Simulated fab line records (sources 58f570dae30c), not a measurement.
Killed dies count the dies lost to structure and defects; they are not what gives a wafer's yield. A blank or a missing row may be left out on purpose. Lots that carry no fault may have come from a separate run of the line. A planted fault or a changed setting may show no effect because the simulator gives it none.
Split-lot trial -- flow berkeley-cmos170 -- 23 wafers read from 5 lots, route of 331 steps

THE SPLIT
At UCB170_V1_CVD_00 (deposits SiO2 from TEOS/O2, target thk 2000 nm, time 250 s), the setting time-s was moved away from the recipe's 250 s on 8 of the 23 wafers read, by -14.0% to +9.7%. For the rest of the wafers, this setting stayed at what the recipe calls for.

No step appears in the file between the split and the reading.

THE READING
At UCB170_V1_THK_MEAS_01: V1_TEOS_THK, given in nm. Fault-free wafers of this fab line usually give 1985 nm, standard deviation 28 nm.

wafer,"tool, chamber at the split","time-s as run, s",against the recipe,"V1_TEOS_THK, nm",against lot-mates on the recipe
L074.1,"pecvd-02, 1",250,recipe,1967,-
L074.2,"pecvd-02, 2",250,recipe,1950,-
L074.3,"pecvd-02, 0",274.3,+9.7%,2213,+243
L074.4,"pecvd-02, 0",274.3,+9.7%,2237,+267
L074.6,"pecvd-02, 1",250,recipe,1992,-
L076.2,"pecvd-02, 0",250,recipe,2014,-
L076.3,"pecvd-02, 2",250,recipe,1950,-
L076.5,"pecvd-02, 0",250,recipe,2029,-
L079.1,"pecvd-04, 0",250,recipe,1948,-
L079.2,"pecvd-04, 0",250,recipe,1974,-
L079.3,"pecvd-04, 0",250,recipe,1989,-
L079.5,"pecvd-04, 0",250,recipe,1969,-
L079.6,"pecvd-04, 0",250,recipe,1979,-
L078.1,"pecvd-02, 2",250,recipe,1946,-
L078.3,"pecvd-02, 1",215,-14.0%,1710,-280
L078.4,"pecvd-02, 0",250,recipe,2034,-
L078.5,"pecvd-02, 2",215,-14.0%,1680,-310
L078.6,"pecvd-02, 1",215,-14.0%,1723,-267
L080.1,"pecvd-01, 2",250,recipe,1997,-
L080.3,"pecvd-01, 1",250,recipe,1953,-
L080.4,"pecvd-01, 0",270.6,+8.2%,2130,+155
L080.5,"pecvd-01, 1",270.6,+8.2%,2156,+181
L080.6,"pecvd-01, 2",270.6,+8.2%,2213,+238

THE FIT
A straight line over all 23 wafers: V1_TEOS_THK changes by +21.3 nm for each +1% of time-s; r = +0.98; the points scatter about the line by 31 nm.
The same after taking each lot's own level away (the mean of its wafers on the recipe; 23 wafers): +22.1 nm for each +1%; r = +0.98; scatter 30 nm.
That fit puts the effect of the largest move of time-s on the reading at 3.1e+02 nm.
From 1969.7 to 1997.7 nm: that is the span of the lots' own levels, equal to 1.0 times the standard deviation above.
So the lot-to-lot level changes the slope little: the two slopes agree.
Check: -309 nm against its lot-mates is what the line predicts for one of the wafers moved furthest among these (-14.0%) when that wafer is left out of the fit. Against them it came out at -280 nm.

OTHER SPLITS APPLIED TO THESE WAFERS
Note: prior to the reading, these wafers also went through further splits. Each is held against what the fit with the lots' levels taken away leaves over:
other split on the same wafers,wafers away from the commonest value,r with V1_TEOS_THK (lot level and that fit taken away)
UCB170_M1_SPUTTER_00 power-w,9,-0.16
UCB170_M1_EXPOSE_06 dose-mj,3,-0.12

THE WHOLE CHAIN: every reading that the file lists as answering this split, in the file's order
step,what it does,reading,change (the file's fit),r (the file's)
UCB170_V1_CVD_00,"deposits SiO2 from TEOS/O2, target thk 2000 nm, time 250 s","SiO2_of_V1_CVD_00.thk-nm (the simulator's own value, which no gauge read)",+22.4 nm for each +1% of the setting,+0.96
UCB170_V1_THK_MEAS_01,,V1_TEOS_THK,+22.5 for each +1% of the setting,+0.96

THE FILE'S OWN FIT
V1_TEOS_THK changes by +22.5 nm for each +1% of time-s, r = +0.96.
